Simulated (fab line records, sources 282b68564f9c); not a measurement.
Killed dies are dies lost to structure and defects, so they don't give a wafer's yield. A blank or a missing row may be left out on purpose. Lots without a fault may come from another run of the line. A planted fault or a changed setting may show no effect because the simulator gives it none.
Which tool did it? | flow rit_cmos | 14 lots, 42 wafers sampled, at 3 steps of a route of 202

WHAT THE GAUGES READ, wafer by wafer
RIT_PWELL_TW_MEAS_10.
lot  | measured    | on            | PWELL_TW
L701 | day 2 00:13 | film_metro-01 | 931 926 926
L703 | day 2 08:50 | film_metro-02 | 951 947 952
L704 | day 2 17:26 | film_metro-04 | 955 955 955
L705 | day 2 20:11 | film_metro-02 | 952 954 950
L706 | day 3 04:39 | film_metro-04 | 959 955 956
L708 | day 3 11:37 | film_metro-02 | 954 949 950
L710 | day 3 22:14 | film_metro-04 | 963 967 964
L711 | day 4 03:04 | film_metro-04 | 961 955 958
L712 | day 4 08:16 | film_metro-04 | 1040 1035 1039
L713 | day 4 12:42 | film_metro-02 | 1025 1026 1026
L715 | day 4 22:37 | film_metro-02 | 942 945 943
L719 | day 5 18:39 | film_metro-02 | 954 948 954
L720 | day 5 23:40 | film_metro-02 | 946 947 945
L721 | day 6 05:26 | film_metro-01 | 934 931 931

RIT_WELLDRIVE_RS_MEAS_02: measures by four-point-probe.
lot  | measured    | on            | PWELL_RS (ohm/sq)
L701 | day 2 06:29 | film_metro-01 | 428.4 428.2 428.1
L703 | day 2 14:09 | film_metro-02 | 428.3 428.1 428.8
L704 | day 2 22:43 | film_metro-02 | 426.7 427.7 427.3
L705 | day 3 01:40 | film_metro-04 | 428.0 427.8 429.2
L706 | day 3 09:55 | film_metro-02 | 428.2 428.4 429.3
L708 | day 3 16:58 | film_metro-01 | 428.7 429.5 428.3
L710 | day 4 04:05 | film_metro-01 | 426.4 426.9 427.6
L711 | day 4 09:22 | film_metro-02 | 427.3 427.7 427.4
L712 | day 4 14:26 | film_metro-04 | 365.2 365.7 365.2
L713 | day 4 17:58 | film_metro-01 | 364.6 364.7 365.8
L715 | day 5 04:36 | film_metro-04 | 429.2 428.8 428.8
L719 | day 5 23:55 | film_metro-01 | 429.4 429.3 429.0
L720 | day 6 05:14 | film_metro-04 | 430.1 430.3 430.1
L721 | day 6 10:41 | film_metro-02 | 428.3 427.3 428.5

WHICH TOOL RAN EACH LOT (tool, then ch and the chambers of the sampled wafers, then the start)
lot  | RIT_PWELL_IMPLANT_08
L701 | implanter-03 ch 0, day 1 23:54
L703 | implanter-03 ch 0, day 2 08:32
L704 | implanter-03 ch 0, day 2 17:09
L705 | implanter-02 ch 0, day 2 19:52
L706 | implanter-03 ch 0, day 3 04:20
L708 | implanter-02 ch 0, day 3 11:19
L710 | implanter-03 ch 0, day 3 21:56
L711 | implanter-03 ch 0, day 4 02:44
L712 | implanter-03 ch 0, day 4 07:56
L713 | implanter-03 ch 0, day 4 12:23
L715 | implanter-01 ch 0, day 4 22:19
L719 | implanter-02 ch 0, day 5 18:20
L720 | implanter-02 ch 0, day 5 23:20
L721 | implanter-02 ch 0, day 6 05:06
- RIT_PWELL_IMPLANT_08

WHAT THE TOOLS THEMSELVES READ (means of the sampled wafers that have a number; where no wafer has one, the mark that the record gives instead)
RIT_PWELL_IMPLANT_08.
lot  | tool         | beam_energy_keV | dose_ions_cm2 | faraday_current_uA
L701 | implanter-03 | 170.00          | 7e+13         | 220
L703 | implanter-03 | 169.98          | 7e+13         | 219
L704 | implanter-03 | 169.96          | 7e+13         | 222
L705 | implanter-02 | 169.99          | 7e+13         | 219
L706 | implanter-03 | 170.03          | 7e+13         | 224
L708 | implanter-02 | 170.00          | 7e+13         | 221
L710 | implanter-03 | 170.01          | 7e+13         | 221
L711 | implanter-03 | 169.96          | 7e+13         | 217
L712 | implanter-03 | 170.05          | 9e+13         | 287
L713 | implanter-03 | 170.02          | 9e+13         | 291
L715 | implanter-01 | 169.99          | 7e+13         | 218
L719 | implanter-02 | 169.97          | 7e+13         | 227
L720 | implanter-02 | 170.01          | 7e+13         | 222
L721 | implanter-02 | 170.01          | 7e+13         | 219

THE ANSWER, worked out from the rows above alone
Rule: what is usual is taken from the lots themselves. Put in order of their means at a reading, lots are off if they are a third of the lots or fewer, leave a main group of 4 or more, and stand apart from it by a gap of 3 or more times the standard deviation of the main group's means; of several such gaps the widest counts. A main group whose means are all the same, to the digits that the tables above print for the reading, isn't used. A lot without any number at a reading at which 4 lots or more have one is off too. The other lots that the step has rows for count as sound. The gauges are gone through in route order, then the tools' own readings, and for those a lot's mean is taken as printed above. The first step at which some lot is off is used, and at that step the reading that is off furthest; a lot without a number counts as furthest.
Off: L712, L713, at RIT_PWELL_TW_MEAS_10 (PWELL_TW). The main group: mean 949, standard deviation 10.
A tool fits if, at a process step before that reading, it ran every lot that is off, and no sound lot after the first of them. The gauges at RIT_PWELL_TW_MEAS_10 aren't tried: what is off there is off at RIT_PWELL_IMPLANT_08 too, on other tools, and a gauge's error can't cause that. One fits: implanter-03 at RIT_PWELL_IMPLANT_08. Its last sound lot is L711 (day 4 02:44), its first lot that is off L712 (day 4 07:56): a fault that began between those two fits.
The tool's own readings at RIT_PWELL_IMPLANT_08 bear it out: on the lots that are off they differ by more than 5 times the standard deviation of the sound lots' means. dose_ions_cm2 reads 9e+13 there against 7e+13 on the sound lots; faraday_current_uA reads 289 there against 221 on the sound lots.

WHAT THE SIMULATOR HAD PUT IN
Process parameter drift: implanter-03, from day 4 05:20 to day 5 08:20, at RIT_PWELL_IMPLANT_08. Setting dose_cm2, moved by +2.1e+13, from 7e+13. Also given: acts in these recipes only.
Lots struck among those shown: L712, L713. The rule above found the same.
